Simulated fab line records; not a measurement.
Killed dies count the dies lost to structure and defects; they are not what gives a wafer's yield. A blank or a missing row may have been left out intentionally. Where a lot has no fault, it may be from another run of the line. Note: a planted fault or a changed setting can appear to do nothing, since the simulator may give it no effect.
fab line records    flow rit_cmos
record: lots: 14  wafers: 42  last_day: 7
route steps=202 shown NRETRO@61 M1@202
lots with no fault: from the same line, run without faults
start_h: the number of hours between the record's first day and the start of the first shown wafer of the lot    wait_h: hours since the lot's step before    " identical to the entry in the row above    L1.1+2: several wafers, shown together as one row    - no value, or no start given    * or withheld: withheld    < > ~ a bound
route shown NAME@n: names a module that has steps shown in the file, with the first one's number in the route    usual: mean and standard deviation over wafers with no fault    same: alike in all rows    chamber/n: place in a boat    sites: per-site readings    _std_site: standard deviation of those values    _edge_site: the outer-site mean with the inner-site mean subtracted    radius_mm: how far each site lies from the wafer's centre    mask NAME#n: copy n    behind: the tool/chamber that last shaped the wafer    hold: reason for holding the lot/hours on hold/outcome of the hold    device: names the non-switching transistor (n, p or np)    end of line: the same wafers' tests at the end of the route    for a step that has no rows: nothing shown but its recipe    killed: dies that structure and defects cost at the first sort, which is not the same as the wafer's yield    map: per-die view of a wafer (x killed, . not killed, _ where there is no die)
set.NAME: setting as actually run; set.NAME@STEP: the setting as run at that earlier step    model.NAME: the simulator's own value behind a step, which no gauge read
route steps across a sampled set of lots; one table per step, one row per wafer
services: from which hour (start_h, from the record's first day; less than 0 if before it) a tool's chamber was out of use, for how many hours, and why
== steps ==
step: RIT_NRETRO_IMPLANT_08
recipe: species: P  energy_kev: 70  dose_cm2: 1e+13  tilt_deg: 7
usual: dose_ions_cm2: 1.0001e+13/1.1e+10  tilt_deg: 7.007/0.022
lot.wafer  tool          chamber  start_h  wait_h  dose_ions_cm2  tilt_deg
L696.3     implanter-03  0        34.50    0.2     9.988e+12      6.983
L696.5     "             0        "        "       9.999e+12      7.033
L696.6     "             0        "        "       1.0002e+13     7.002
L697.1     implanter-02  0        39.12    0.2     1.0005e+13     7.003
L697.4     "             0        "        "       9.988e+12      6.989
L697.6     "             0        "        "       1.0005e+13     7.015
L698.1     implanter-03  0        44.38    0.2     1.0023e+13     6.979
L698.4     "             0        "        "       1.0008e+13     7.012
L698.5     "             0        "        "       1.0018e+13     6.967
L699.1     implanter-03  0        50.54    0.2     1.0014e+13     7.005
L699.2     "             0        "        "       1.0014e+13     7.028
L699.6     "             0        "        "       1.0004e+13     7.011
L700.2     implanter-03  0        55.73    0.2     9.997e+12      6.987
L700.4     "             0        "        "       1.0003e+13     7.009
L700.5     "             0        "        "       1.0006e+13     6.993
L702.1     implanter-03  0        64.14    0.2     9.99e+12       7.007
L702.2     "             0        "        "       9.988e+12      7.027
L702.6     "             0        "        "       9.999e+12      6.973
L703.2     implanter-03  0        70.65    0.2     9.999e+12      7.053
L703.4     "             0        "        "       1.0003e+13     7.021
L703.5     "             0        "        "       9.993e+12      7.022
L706.2     implanter-03  0        85.49    0.2     1.0002e+13     6.977
L706.4     "             0        "        "       1.0012e+13     6.962
L706.6     "             0        "        "       9.998e+12      6.994
L707.1     implanter-02  0        90.21    0.2     9.999e+12      7.028
L707.4     "             0        "        "       9.987e+12      7.028
L707.5     "             0        "        "       9.996e+12      7.013
L708.4     implanter-01  0        98.35    0.2     9.998e+12      7.004
L708.5     "             0        "        "       9.987e+12      7.014
L708.6     "             0        "        "       9.987e+12      7.028
L710.3     implanter-02  0        104.52   0.2     9.996e+12      7.578
L710.4     "             0        "        "       1.0011e+13     7.564
L710.6     "             0        "        "       9.99e+12       7.588
L712.2     implanter-02  0        116.55   0.2     9.994e+12      7.599
L712.4     "             0        "        "       1.0001e+13     7.615
L712.6     "             0        "        "       1.0003e+13     7.615
L716.1     implanter-01  0        134.55   0.2     9.999e+12      7.000
L716.2     "             0        "        "       9.997e+12      7.016
L716.5     "             0        "        "       9.993e+12      6.997
L717.1     implanter-03  0        140.78   0.2     1.0006e+13     7.017
L717.3     "             0        "        "       9.988e+12      6.988
L717.5     "             0        "        "       9.998e+12      7.007
step: RIT_M1_PROBE_99
usual: killed_at_M0_to_M3: 0.0/0.12  killed_at_contacts: 0.1/0.27  killed_at_front_end: 7/3.1  killed_dies: 7/3.1  killed_open: 3.6/2.3  killed_short: 3.2/2
same: gross_dies: 264  killed_at_M4_up: 0  killed_at_back_side: 0  killed_at_other: 0
lot.wafer  tool       chamber  start_h  wait_h  killed_at_M0_to_M3  killed_at_contacts  killed_at_front_end  killed_dies  killed_open  killed_short
L696.3     prober-01  -        62.45    0.2     0                   1                   17                   18           7            11
L696.5     prober-01  -        62.55    0.2     0                   0                   6                    6            3            3
L696.6     prober-01  -        62.60    0.2     0                   0                   3                    3            0            3
L697.1     prober-02  -        67.68    0.1     0                   0                   5                    5            3            2
L697.4     prober-02  -        67.83    0.2     0                   0                   11                   11           7            4
L697.6     prober-02  -        67.93    0.2     0                   0                   9                    9            4            5
L698.1     prober-01  -        73.56    0.1     0                   0                   10                   10           4            6
L698.4     prober-01  -        73.71    0.2     0                   0                   8                    8            4            4
L698.5     prober-01  -        73.76    0.2     0                   0                   6                    6            1            5
L699.1     prober-01  -        79.08    0.1     0                   0                   7                    7            6            1
L699.2     prober-01  -        79.13    0.1     0                   0                   2                    2            1            1
L699.6     prober-01  -        79.33    0.2     0                   0                   8                    8            5            3
L700.2     prober-02  -        86.24    0.1     0                   0                   6                    6            2            4
L700.4     prober-02  -        86.34    0.2     0                   0                   6                    6            1            5
L700.5     prober-02  -        86.39    0.2     0                   0                   8                    8            4            4
L702.1     prober-02  -        93.60    0.1     0                   0                   3                    3            0            3
L702.2     prober-02  -        93.65    0.1     0                   0                   7                    7            2            5
L702.6     prober-02  -        93.85    0.2     0                   0                   4                    4            3            1
L703.2     prober-01  -        100.52   0.1     0                   0                   7                    7            5            2
L703.4     prober-01  -        100.62   0.2     0                   0                   6                    6            2            4
L703.5     prober-01  -        100.67   0.2     0                   0                   4                    4            3            1
L706.2     prober-02  -        113.46   0.1     0                   0                   6                    6            4            2
L706.4     prober-02  -        113.56   0.2     0                   0                   5                    5            1            3
L706.6     prober-02  -        113.66   0.2     0                   0                   7                    7            6            1
L707.1     prober-01  -        117.00   0.1     0                   0                   7                    7            3            4
L707.4     prober-01  -        117.15   0.2     0                   0                   9                    9            5            4
L707.5     prober-01  -        117.20   0.2     0                   0                   5                    5            3            2
L708.4     prober-02  -        127.35   0.2     0                   0                   8                    8            3            5
L708.5     prober-02  -        127.40   0.2     0                   0                   5                    5            2            2
L708.6     prober-02  -        127.45   0.2     0                   1                   3                    4            3            1
L710.3     prober-02  -        131.45   0.2     0                   0                   3                    3            2            1
L710.4     prober-02  -        131.50   0.2     0                   0                   7                    7            4            3
L710.6     prober-02  -        131.60   0.2     0                   0                   6                    6            1            5
L712.2     prober-02  -        144.52   0.1     1                   0                   1                    2            2            0
L712.4     prober-02  -        144.62   0.2     0                   0                   14                   14           11           3
L712.6     prober-02  -        144.72   0.2     0                   0                   5                    5            2            3
L716.1     prober-02  -        161.36   0.1     0                   0                   1                    1            0            1
L716.2     prober-02  -        161.41   0.1     0                   0                   5                    5            3            2
L716.5     prober-02  -        161.56   0.2     0                   0                   4                    4            3            1
L717.1     prober-01  -        168.49   0.1     0                   0                   2                    2            1            1
L717.3     prober-01  -        168.59   0.2     0                   0                   13                   13           9            4
L717.5     prober-01  -        168.69   0.2     0                   0                   9                    9            6            3
killed by level:class
L696.3 FOX1:geometric_particle:short=4 GATE:geometric_particle:open=3 GATE:geometric_particle:short=3 FOX2:geometric_particle:open=2 FOX1:geometric_particle:open=1 FOX2:geometric_particle:short=1 REOX:geometric_particle:short=1 SPACER:geometric_particle:open=1
L696.5 GATE:geometric_particle:short=2 FOX1:geometric_particle:open=1 FOX2:geometric_particle:short=1 REOX:geometric_particle:open=1 SPACER:geometric_particle:open=1
L696.6 FOX1:geometric_particle:short=2 FOX2:geometric_particle:short=1
L697.1 SPACER:geometric_particle:open=2 FOX2:geometric_particle:short=1 REOX:geometric_particle:open=1 SILICIDE:geometric_particle:short=1
L697.4 GATE:geometric_particle:short=3 GATE:geometric_particle:open=3 FOX2:geometric_particle:open=1 REOX:geometric_particle:short=1 REOX:geometric_particle:open=1 SPACER:geometric_particle:open=1 SILICIDE:geometric_particle:open=1
L697.6 GATE:geometric_particle:short=4 GATE:geometric_particle:open=3 SILICIDE:geometric_particle:open=1 SILICIDE:geometric_particle:short=1
L698.1 GATE:geometric_particle:short=3 REOX:geometric_particle:short=3 GATE:geometric_particle:open=2 REOX:geometric_particle:open=2
L698.4 GATE:geometric_particle:open=3 FOX2:geometric_particle:short=1 REOX:geometric_particle:short=1 SPACER:geometric_particle:short=1 SILICIDE:geometric_particle:short=1 SILICIDE:geometric_particle:open=1
L698.5 SPACER:geometric_particle:short=3 REOX:geometric_particle:short=1 REOX:geometric_particle:open=1 SILICIDE:geometric_particle:short=1
L699.1 GATE:geometric_particle:open=3 FOX2:geometric_particle:open=1 GATE:geometric_particle:short=1 REOX:geometric_particle:open=1 SILICIDE:geometric_particle:open=1
L699.2 GATE:geometric_particle:open=1 REOX:geometric_particle:short=1
L699.6 GATE:geometric_particle:open=3 FOX2:geometric_particle:short=1 GATE:geometric_particle:short=1 REOX:geometric_particle:open=1 SPACER:geometric_particle:short=1 SPACER:geometric_particle:open=1
L700.2 GATE:geometric_particle:short=2 FOX2:geometric_particle:open=1 GATE:geometric_particle:open=1 SPACER:geometric_particle:short=1 SILICIDE:geometric_particle:short=1
L700.4 GATE:geometric_particle:short=3 FOX2:geometric_particle:short=1 FOX2:geometric_particle:open=1 SILICIDE:geometric_particle:short=1
L700.5 SPACER:geometric_particle:short=3 GATE:geometric_particle:open=2 ACTIVE:geometric_particle:open=1 FOX2:geometric_particle:short=1 SPACER:geometric_particle:open=1
L702.1 GATE:geometric_particle:short=2 FOX2:geometric_particle:short=1
L702.2 GATE:geometric_particle:short=2 SPACER:geometric_particle:short=2 FOX1:geometric_particle:open=1 REOX:geometric_particle:short=1 SILICIDE:geometric_particle:open=1
L702.6 REOX:geometric_particle:open=2 GATE:geometric_particle:open=1 REOX:geometric_particle:short=1
L703.2 GATE:geometric_particle:open=2 GATE:geometric_particle:short=2 FOX2:geometric_particle:open=1 REOX:geometric_particle:open=1 SPACER:geometric_particle:open=1
L703.4 SPACER:geometric_particle:short=3 FOX1:geometric_particle:open=1 GATE:geometric_particle:open=1 GATE:geometric_particle:short=1
L703.5 FOX2:geometric_particle:open=1 GATE:geometric_particle:open=1 GATE:geometric_particle:short=1 SPACER:geometric_particle:open=1
L706.2 FOX1:geometric_particle:short=2 GATE:geometric_particle:open=2 SPACER:geometric_particle:open=1 SILICIDE:geometric_particle:open=1
L706.4 GATE:geometric_particle:short=2 FOX2:geometric_particle:open=1 REOX:geometric_particle:short=1 PLDD:coat_microbubble_printed=1
L706.6 GATE:geometric_particle:open=2 SPACER:geometric_particle:open=2 FOX2:geometric_particle:open=1 GATE:geometric_particle:short=1 SILICIDE:geometric_particle:open=1
L707.1 GATE:geometric_particle:short=3 GATE:geometric_particle:open=2 FOX1:geometric_particle:open=1 REOX:geometric_particle:short=1
L707.4 GATE:geometric_particle:open=2 REOX:geometric_particle:open=2 REOX:geometric_particle:short=2 FOX1:geometric_particle:short=1 GATE:geometric_particle:short=1 SPACER:geometric_particle:open=1
L707.5 GATE:geometric_particle:open=2 GATE:geometric_particle:short=2 REOX:geometric_particle:open=1
L708.4 REOX:geometric_particle:open=2 REOX:geometric_particle:short=2 SPACER:geometric_particle:short=2 FOX2:geometric_particle:open=1 GATE:geometric_particle:short=1
L708.5 FOX1:geometric_particle:open=1 GATE:geometric_particle:short=1 GATE:geometric_particle:open=1 REOX:geometric_particle:short=1 PRETRO:coat_microbubble_printed=1
L708.6 REOX:geometric_particle:short=1 REOX:geometric_particle:open=1 SPACER:geometric_particle:open=1 CONTACT:geometric_particle:open=1
L710.3 GATE:geometric_particle:open=1 SPACER:geometric_particle:short=1 SILICIDE:geometric_particle:open=1
L710.4 GATE:geometric_particle:open=2 FOX1:geometric_particle:short=1 GATE:geometric_particle:short=1 REOX:geometric_particle:open=1 SILICIDE:geometric_particle:short=1 SILICIDE:geometric_particle:open=1
L710.6 SILICIDE:geometric_particle:short=3 GATE:geometric_particle:short=1 SPACER:geometric_particle:short=1 SILICIDE:geometric_particle:open=1
L712.2 SPACER:geometric_particle:open=1 M1:geometric_particle:open=1
L712.4 GATE:geometric_particle:open=3 REOX:geometric_particle:open=2 SPACER:geometric_particle:open=2 SILICIDE:geometric_particle:open=2 ACTIVE:geometric_particle:short=1 FOX1:geometric_particle:open=1 FOX2:geometric_particle:open=1 GATE:geometric_particle:short=1
L712.6 GATE:geometric_particle:short=3 FOX1:geometric_particle:open=1 GATE:geometric_particle:open=1
L716.1 SILICIDE:geometric_particle:short=1
L716.2 GATE:geometric_particle:open=2 GATE:geometric_particle:short=2 FOX1:geometric_particle:open=1
L716.5 FOX1:geometric_particle:open=2 FOX1:geometric_particle:short=1 SILICIDE:geometric_particle:open=1
L717.1 SILICIDE:geometric_particle:open=1 SILICIDE:geometric_particle:short=1
L717.3 FOX1:geometric_particle:open=4 GATE:geometric_particle:open=2 GATE:geometric_particle:short=2 FOX1:geometric_particle:short=1 FOX2:geometric_particle:open=1 REOX:geometric_particle:open=1 REOX:geometric_particle:short=1 SILICIDE:geometric_particle:open=1
L717.5 GATE:geometric_particle:open=4 REOX:geometric_particle:short=2 FOX1:geometric_particle:open=1 FOX2:geometric_particle:short=1 SILICIDE:geometric_particle:open=1
== services ==
tool          chamber  start_h  hours  kind
implanter-02  -        37.09    1.7    repair
implanter-02  -        68.94    6.0    repair
implanter-03  -        88.18    2.9    repair
implanter-02  -        99.61    3.7    pm
implanter-01  -        135.63   15.8   repair
implanter-02  -        137.85   14.8   repair
== key ==
first_sign: step: RIT_NRETRO_IMPLANT_08  reading: tilt_deg  direction: up  sigmas: 27  usual: 7.007  struck: 7.593
effect none on later readings
met_at RIT_NRETRO_IMPLANT_08
struck_lots L710,L712
tester_left_out L710,L712
onset_between 90.21 104.52
fault: kind: process_parameter_drift  tool: implanter-02  chamber: -  onset_h: 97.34  steps: RIT_NRETRO_IMPLANT_08  channel: tilt_deg  offset: 0.58414  shape: step  end_h: 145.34  acts_in: these_recipes_only  stated: 7
tester_left_out: of these lots the tester's yield and bins aren't shown, on N5 and GAA mostly nor the transistor test; their killed dies are dies lost to structure and defects alone, not to doping, threshold or leakage, so they don't give the yield
